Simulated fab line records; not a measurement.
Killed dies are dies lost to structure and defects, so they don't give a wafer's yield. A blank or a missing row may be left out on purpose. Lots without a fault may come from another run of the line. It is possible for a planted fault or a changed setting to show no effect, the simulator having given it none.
Which tool is to blame? -- flow rit_cmos -- 42 wafers from 14 lots sampled at 2 of the route's 202 steps

== WHAT THE GAUGES SHOWED, per wafer ==
RIT_NRETRO_TW_MEAS_10. Usual: NRETRO_TW 1050, standard deviation 4.
lot,measured,on,NRETRO_TW,flag
L800,day 2 06:38,film_metro-01,1056 1051 1056,
L802,day 2 16:22,film_metro-02,1045 1048 1044,
L803,day 2 21:31,film_metro-04,1048 1046 1050,
L805,day 3 06:44,film_metro-04,1047 1048 1047,
L807,day 3 17:10,film_metro-01,1045 1040 1042,
L808,day 3 23:14,film_metro-01,1049 1051 1047,
L809,day 4 05:42,film_metro-02,1047 1049 1053,
L810,day 4 08:22,film_metro-04,1056 1055 1051,
L811,day 4 12:56,film_metro-04,1056 1048 1054,
L816,day 5 16:41,film_metro-02,1045 1048 1047,
L818,day 6 05:35,film_metro-02,1045 1045 1051,
L820,day 6 12:04,film_metro-01,1055 1055 1052,
L821,day 6 22:23,film_metro-01,1159 1161 1158,OFF
L822,day 7 03:20,film_metro-02,1165 1163 1159,OFF

== WHICH TOOL RAN EACH LOT (tool, then ch and the chambers of the sampled wafers, then the start) ==
lot,RIT_NRETRO_IMPLANT_08
L800,"implanter-03 ch 0, day 2 06:19"
L802,"implanter-01 ch 0, day 2 16:02"
L803,"implanter-01 ch 0, day 2 21:12"
L805,"implanter-02 ch 0, day 3 06:25"
L807,"implanter-02 ch 0, day 3 16:51"
L808,"implanter-02 ch 0, day 3 22:55"
L809,"implanter-03 ch 0, day 4 05:23"
L810,"implanter-02 ch 0, day 4 08:02"
L811,"implanter-01 ch 0, day 4 12:37"
L816,"implanter-03 ch 0, day 5 16:22"
L818,"implanter-01 ch 0, day 6 05:16"
L820,"implanter-02 ch 0, day 6 11:45"
L821,"implanter-01 ch 0, day 6 22:03"
L822,"implanter-01 ch 0, day 7 03:01"
- RIT_NRETRO_IMPLANT_08

== AS READ BY THE TOOLS THEMSELVES (means over the sampled wafers that have a number; for cases with no such wafer, the mark the record gives instead) ==
RIT_NRETRO_IMPLANT_08. Usual: dose_ions_cm2 1.0003e+13, standard deviation 1.1e+10; faraday_current_uA 31.6, standard deviation 0.62.
lot,tool,dose_ions_cm2,faraday_current_uA,flag
L800,implanter-03,1.0018e+13,31.6,
L802,implanter-01,9.9990e+12,31.5,
L803,implanter-01,1.0009e+13,31.5,
L805,implanter-02,1.0005e+13,31.0,
L807,implanter-02,1.0001e+13,31.6,
L808,implanter-02,1.0002e+13,32.2,
L809,implanter-03,1.0004e+13,31.9,
L810,implanter-02,1.0000e+13,31.6,
L811,implanter-01,9.9900e+12,31.2,
L816,implanter-03,9.9997e+12,31.4,
L818,implanter-01,1.0017e+13,31.8,
L820,implanter-02,1.0000e+13,32.0,
L821,implanter-01,1.3709e+13,42.6,OFF
L822,implanter-01,1.3701e+13,42.8,OFF

== THE ANSWER, worked out from the rows above alone ==
Rule: a lot is off if the mean of its wafers that have a number lies more than 3 standard deviations from the usual mean. Also off: a lot with no number at a reading for which 4 or more lots have one. The other lots that the step has rows for count as sound. First the gauges in route order, then the tools' own readings, where a lot's mean is used as printed above. At the first step where some lot is off, the reading lying furthest off is the one used; lots without a number count as furthest.
Off: L821, L822, seen at RIT_NRETRO_TW_MEAS_10 (NRETRO_TW).
If a tool, at a process step before that reading, ran all the lots that are off and no sound lot after the first of them, it fits. Not tried: the gauges at RIT_NRETRO_TW_MEAS_10; whatever is off there is also off at RIT_NRETRO_IMPLANT_08, on other tools, and gauge error can't account for it. One fits: RIT_NRETRO_IMPLANT_08 on implanter-01. A fault onset in the window from L818 (day 6 05:16, its last sound lot) to L821 (day 6 22:03, its first lot off) fits.
The tool's own readings at RIT_NRETRO_IMPLANT_08 bear it out: on the lots that are off they differ by more than 5 times the standard deviation of the sound lots' means. dose_ions_cm2 reads 1.3705e+13 there against 1.0004e+13 on the sound lots; faraday_current_uA reads 42.7 there against 31.6 on the sound lots.

== WHAT THE SIMULATOR PUT IN ==
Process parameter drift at RIT_NRETRO_IMPLANT_08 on implanter-01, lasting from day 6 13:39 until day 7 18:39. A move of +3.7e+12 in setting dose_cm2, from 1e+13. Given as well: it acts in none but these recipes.
Shown lots that were struck: L821, L822. Same finding as the rule above.
